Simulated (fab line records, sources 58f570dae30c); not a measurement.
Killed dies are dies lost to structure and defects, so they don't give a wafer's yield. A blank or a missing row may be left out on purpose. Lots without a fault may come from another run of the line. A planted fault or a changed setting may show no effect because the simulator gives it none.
Problem report in the 8D (eight disciplines) form, filled by code | flow berkeley_cmos170 | the parts of the form that need people (team, actions taken, sign-off) are left out

1. THE PROBLEM
M1_AL_RS at UCB170_M1_RS_MEAS_01 reads a mean of 0.0462 ohm/sq on 2 wafers of 2 lots; wafers without a fault read 0.0486 ohm/sq with a standard deviation of 0.00058. That is -4.1 standard deviations from the usual mean.
The step: measures by four-point-probe.
First seen on wafer L810.1, day 11 01:32, on film_metro-01. The record holds 42 wafers of 14 lots with a number at this step. Rule for "out", or "out of limits": more than 4 standard deviations from the usual mean. The other wafers with a number count as sound.

2. WHAT IT IS AND WHAT IT IS NOT
question                    | is                           | is not
which readings at this step | M1_AL_RS                     | -
which lots                  | L810, L817                   | L801, L802, L803, L804, L805, L806, L808, L809, L813, L820, L821, L823
which wafers of those lots  | L810.1, L817.5               | L810.2, L810.5, L817.2, L817.6
read on which gauges        | film_metro-01, film_metro-04 | film_metro-03
when                        | from day 11 01:32            | up to then (26 sound wafers); but 14 sound wafers of L813, L817, L820, L821, L823 came after

3. SUSPECTS, AND WHAT RULES EACH OUT
Counting: a tool at a process step up to the reading stays a suspect if it ran every lot that is out. Sound lots after the first of them don't rule it out here, since some wafers of a struck lot are sound.
- the gauge at UCB170_M1_RS_MEAS_01: ruled out. The wafers that are out were read on 2 gauges (film_metro-01, film_metro-04).
- pvd_sputter-04 at UCB170_M1_SPUTTER_00 (material Al, target thk 600 nm, time 80 s): kept. It ran every lot that is out, first L810 (day 11 01:28); its last sound lot up to then is L808 (day 10 17:30).
Left after counting: pvd_sputter-04 at UCB170_M1_SPUTTER_00.

4. THE CAUSE (what the simulator had put in)
Process parameter drift: pvd_sputter-04, from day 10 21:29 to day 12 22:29, at UCB170_M1_SPUTTER_00. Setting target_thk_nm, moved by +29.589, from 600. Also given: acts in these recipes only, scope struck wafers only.
Counting left only this tool.

5. THE CHAIN OF EFFECTS, in route order
Each row: a reading whose mean over the struck wafers that have a number lies more than 3 standard deviations from the usual. Only readings for which the record gives a usual standard deviation are gone through. hours: the time from each lot's start at the first step in this table that gives one to its start at this step, as a median over the lots. sigmas: the change in usual standard deviations.
hours | step                 | reading  | usual         | on struck wafers | change  | sigmas
0     | UCB170_M1_RS_MEAS_01 | M1_AL_RS | 0.0486 ohm/sq | 0.0462           | -0.0024 | -4.1

6. WHAT WOULD HAVE CAUGHT IT SOONER
In this record the first reading out of limits at a measuring or inspecting step was taken at day 11 01:32, 4 hours after the fault began at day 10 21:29.
Of the tool readings at UCB170_M1_SPUTTER_00 for which the record gives a usual standard deviation, none was out on any struck wafer, so an alarm limit of 4 standard deviations on them would not have fired.
Of the lots that are out (2), L817 began UCB170_M1_SPUTTER_00 on pvd_sputter-04 after day 11 01:32. A hold on the tool at that time would have spared it.
